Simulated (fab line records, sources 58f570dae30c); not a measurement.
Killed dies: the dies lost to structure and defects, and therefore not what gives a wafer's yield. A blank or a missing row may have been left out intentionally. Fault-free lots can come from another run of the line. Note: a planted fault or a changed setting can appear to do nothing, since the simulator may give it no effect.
The same fault as seen by 2 desks | flow berkeley cmos170 | every desk sees just its own numbers, and what lay behind them comes last

== AT THE METROLOGY DESK ==
Lot by lot, what the gauges showed, no matter which tool ran the lot: averages of those sampled wafers that carry a number. Marked OUT: a lot whose mean sits more than 4 standard deviations from the usual mean, which makes it out of limits; the brackets give that distance.
Columns: A = PFIELD_OVL at UCB170_PFIELD_OVL_MEAS_06, usual -1 nm; B = cd nm at UCB170_M1_CD_MEAS_90, usual 700.2 nm; C = cd nm at UCB170_V2_CD_MEAS_90, usual 700.1 nm
lot  | first seen here | A  | B     | C
L369 | day 5 11:25     | -2 | 701.1 | 699.3
L370 | day 5 11:42     | -4 | 699.8 | 700.4
L372 | day 5 18:19     | -3 | 698.6 | 699.2
L371 | day 5 18:26     | 0  | 700.4 | 700.2
L373 | day 6 01:10     | -2 | 699.9 | 700.8
L375 | day 6 10:36     | 4  | 700.2 | 699.2
L377 | day 6 20:45     | -6 | 700.5 | 698.2
L376 | day 6 21:21     | 2  | 699.8 | 697.9
L378 | day 6 21:34     | -2 | 703.7 | 699.7
L379 | day 7 05:56     | 5  | 700.9 | 702.4
L385 | day 8 07:53     | -3 | 697.4 | 702.7
L384 | day 8 08:02     | -2 | 700.5 | 702.5
L388 | day 9 02:38     | 6  | 699.9 | 699.9
L391 | day 9 14:18     | -8 | 697.3 | 699.2
Result from this desk: across the 14 lots, nothing is out of limits.

== THE TOOL OWNER'S DESK: implanter-04 ==
The tool's own readings at UCB170_PFIELD_IMPLANT_07, given as means over the sampled wafers that have a number, one for each lot that went through this tool. Marked OUT: a lot whose mean sits more than 4 standard deviations from the usual mean, which makes it out of limits; the brackets give that distance.
Columns: A = beam on s at UCB170_PFIELD_IMPLANT_07, usual 10.01 s; B = dose ions cm2 at UCB170_PFIELD_IMPLANT_07, usual 1.9999e+13
lot  | first seen here | A     | B
L373 | day 6 01:13     | 10.03 | 2.0003e+13
L378 | day 6 21:37     | 9.75  | 2.0021e+13
L379 | day 7 05:58     | 10.25 | 1.9984e+13
L385 | day 8 07:56     | 9.81  | 2.0360e+13 (+16) OUT
L388 | day 9 02:43     | 9.89  | 2.0381e+13 (+17) OUT
Finding of this desk: L385, L388 out of limits; the first was L385 at day 8 07:56, on dose ions cm2 at UCB170_PFIELD_IMPLANT_07. In limits: L373, L378, L379.

== PUT TOGETHER ==
The tool owner's desk could have raised an alarm at day 8 07:56, on L385, L388.
The metrology desk saw nothing out of limits.
The metrology desk holds a record of L385, L388, inside its limits.
Of the lots named, all ran UCB170_PFIELD_IMPLANT_07 on implanter-04.

== WHAT HAD BEEN PUT IN BY THE SIMULATOR ==
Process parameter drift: implanter-04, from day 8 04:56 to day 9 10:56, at UCB170_PFIELD_IMPLANT_07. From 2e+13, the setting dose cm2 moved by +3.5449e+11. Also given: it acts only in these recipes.
Struck lots among those shown: L385, L388.
Each desk's first reading out of limits, in hours after the fault started: the tool owner's desk, 3.
